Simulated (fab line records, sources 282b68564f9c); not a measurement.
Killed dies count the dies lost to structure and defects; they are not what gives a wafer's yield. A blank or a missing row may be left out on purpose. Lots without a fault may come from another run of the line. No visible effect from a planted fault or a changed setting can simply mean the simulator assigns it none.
Split-lot experiment | flow ritCmos | on a route of 202 steps: 5 lots, 23 wafers read

SPLIT DETAILS
At RIT_NLDD_COAT_01 (resist thk 1000 nm), the setting resistThkNm was moved away from the recipe's 1000 nm on 8 of the 23 wafers read, by -6.0% to -2.2%. All remaining wafers had this setting at the recipe value.

FROM THE SPLIT TO THE READING: what the file shows between them, 3 steps
- RIT_NLDD_SOFTBAKE_02: time 60 s
- RIT_NLDD_EXPOSE_03: exposes mask M7, target cd 40700 nm
- RIT_NLDD_DEVELOP_05: develop time 50 s

THE READING
NOVOLAK_of_NLDD_COAT_01.thkNm (the simulator's own value, which no gauge read), in nm, at RIT_NLDD_HARDBAKE_07 (time 60 s). No usual value for it is given in the file. Average 882.8 nm, standard deviation 2.9 nm, over the 15 wafers here run with the recipe.

wafer  | tool, chamber at the split | resistThkNm as run, nm | against the recipe | NOVOLAK_of_NLDD_COAT_01.thkNm, nm | against lot-mates on the recipe
L074.1 | lithoTrack-01, 0           | 1000                   | recipe             | 879.7                             | -
L074.2 | lithoTrack-01, 0           | 1000                   | recipe             | 877.9                             | -
L074.3 | lithoTrack-01, 0           | 1000                   | recipe             | 879.1                             | -
L074.4 | lithoTrack-01, 0           | 1000                   | recipe             | 880                               | -
L074.5 | lithoTrack-01, 0           | 1000                   | recipe             | 880.8                             | -
L077.1 | lithoTrack-02, 0           | 1000                   | recipe             | 886.3                             | -
L077.2 | lithoTrack-02, 0           | 977.6                  | -2.2%              | 863.2                             | -21.7
L077.3 | lithoTrack-02, 0           | 977.6                  | -2.2%              | 863.3                             | -21.6
L077.4 | lithoTrack-02, 0           | 1000                   | recipe             | 885.5                             | -
L077.6 | lithoTrack-02, 0           | 1000                   | recipe             | 882.9                             | -
L078.1 | lithoTrack-02, 0           | 973.8                  | -2.6%              | 858.4                             | -28.5
L078.3 | lithoTrack-02, 0           | 1000                   | recipe             | 888                               | -
L078.4 | lithoTrack-02, 0           | 973.8                  | -2.6%              | 860.9                             | -26.0
L078.5 | lithoTrack-02, 0           | 1000                   | recipe             | 885.7                             | -
L078.6 | lithoTrack-02, 0           | 973.8                  | -2.6%              | 862.8                             | -24.1
L082.1 | lithoTrack-02, 0           | 1000                   | recipe             | 882.2                             | -
L082.4 | lithoTrack-02, 0           | 1000                   | recipe             | 885.6                             | -
L082.6 | lithoTrack-02, 0           | 1000                   | recipe             | 883.1                             | -
L083.1 | lithoTrack-01, 0           | 940.1                  | -6.0%              | 833.4                             | -49.2
L083.3 | lithoTrack-01, 0           | 1000                   | recipe             | 881.8                             | -
L083.4 | lithoTrack-01, 0           | 940.1                  | -6.0%              | 830.4                             | -52.2
L083.5 | lithoTrack-01, 0           | 940.1                  | -6.0%              | 828.1                             | -54.5
L083.6 | lithoTrack-01, 0           | 1000                   | recipe             | 883.5                             | -

FIT RESULTS
A straight line over all 23 wafers: NOVOLAK_of_NLDD_COAT_01.thkNm changes by +8.68 nm for each +1% of resistThkNm; r = +0.99; the points scatter about the line by 2.7 nm.
The same after taking each lot's own level away (the mean of its wafers on the recipe; 23 wafers): +8.86 nm for each +1%; r = +1.00; scatter 1.9 nm.
That fit puts the effect of the largest move of resistThkNm on the reading at 53 nm.
Across the lots, their own levels run from 879.50 to 886.85 nm, a range of 2.6 times the standard deviation given above.
Hence the lot-to-lot level has little effect on the slope; both slopes agree.
Check: with one of the wafers moved furthest among these (-6.0%) left out of the fit, the line predicts -55 nm for it against its lot-mates. Against them it came out at -49.2 nm.

THE OTHER SPLITS THESE WAFERS WENT THROUGH
These wafers also went through other splits before the reading. Each is held against what the fit with the lots' levels taken away leaves over:
other split on the same wafers  | wafers away from the commonest value | r with NOVOLAK_of_NLDD_COAT_01.thkNm (lot level and that fit taken away)
RIT_ACTIVE_OXIDATION_01 oxTimeS | 18                                   | -0.38
RIT_ACTIVE_EXPOSE_08 doseMj     | 7                                    | +0.46
RIT_ACTIVE_ETCH_13 overEtchFrac | 6                                    | -0.04
RIT_NRETRO_COAT_01 spinRpm      | 10                                   | +0.04
RIT_PRETRO_COAT_01 spinRpm      | 11                                   | +0.06

THE WHOLE CHAIN: every reading that the file lists as answering this split, in the file's order
step                 | what it does       | reading                                                                        | change (the file's fit)              | r (the file's)
RIT_NLDD_COAT_01     | resist thk 1000 nm | NOVOLAK_of_NLDD_COAT_01.thkNm (the simulator's own value, which no gauge read) | +10.3 nm for each +1% of the setting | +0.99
RIT_NLDD_HARDBAKE_07 | time 60 s          | NOVOLAK_of_NLDD_COAT_01.thkNm (the simulator's own value, which no gauge read) | +8.97 nm for each +1% of the setting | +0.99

THE FILE'S OWN FIT
NOVOLAK_of_NLDD_COAT_01.thkNm changes by +8.97 nm for each +1% of resistThkNm, r = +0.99.
